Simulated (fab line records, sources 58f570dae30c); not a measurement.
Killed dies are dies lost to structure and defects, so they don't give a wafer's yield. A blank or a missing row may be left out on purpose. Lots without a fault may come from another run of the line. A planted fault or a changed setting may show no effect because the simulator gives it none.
One fault seen from 2 desks | flow berkeley_cmos170 | each desk has only its own numbers; what lay behind them comes last

THE TOOL OWNER'S DESK: pecvd-01
The tool's own readings at UCB170_SPACER_CVD_00 (deposits SiO2 from TEOS/O2, target thk 376 nm, time 47 s): means of the sampled wafers that have a number, for each lot that ran on this tool. A lot is out of limits, marked OUT, if its mean lies more than 4 standard deviations from the usual mean; the brackets give that distance.
Columns: A = heater_power_w at UCB170_SPACER_CVD_00, usual 266 W; B = pressure_mtorr at UCB170_SPACER_CVD_00, usual 8999 mTorr
lot  | first seen here | A   | B
L976 | day 7 19:08     | 288 | 8992
L977 | day 8 00:50     | 268 | 8989
L986 | day 10 00:29    | 234 | 9005
L988 | day 10 11:25    | 277 | 9005
This desk's finding: nothing out of limits on any of the 4 lots.

THE METROLOGY DESK
What the gauges read, lot by lot, whatever tool the lot ran on: means of the sampled wafers that have a number. A lot is out of limits, marked OUT, if its mean lies more than 4 standard deviations from the usual mean; the brackets give that distance.
Columns: A = SPACER_TEOS_THK at UCB170_SPACER_THK_MEAS_01, usual 377 nm; B = NLDD_RS at UCB170_SDANNEAL_RS_MEAS_05, usual 616.0 ohm/sq
lot  | first seen here | A   | B
L975 | day 6 20:26     | 373 | 615.5
L976 | day 7 19:10     | 376 | 614.6
L977 | day 8 00:52     | 376 | 617.5
L978 | day 8 01:51     | 373 | 615.5
L986 | day 10 00:32    | 356 | 614.4
L991 | day 10 11:26    | 372 | 615.7
L989 | day 10 11:28    | 379 | 618.0
L988 | day 10 11:29    | 357 | 615.3
L993 | day 11 02:13    | 381 | 614.6
L997 | day 11 12:59    | 372 | 615.7
L996 | day 11 13:27    | 380 | 614.2
L995 | day 11 13:47    | 375 | 615.5
L994 | day 11 13:48    | 373 | 613.7
This desk's finding: nothing out of limits on any of the 13 lots.

PUT TOGETHER
The tool owner's desk saw nothing out of limits.
The metrology desk saw nothing out of limits.

WHAT THE SIMULATOR HAD PUT IN
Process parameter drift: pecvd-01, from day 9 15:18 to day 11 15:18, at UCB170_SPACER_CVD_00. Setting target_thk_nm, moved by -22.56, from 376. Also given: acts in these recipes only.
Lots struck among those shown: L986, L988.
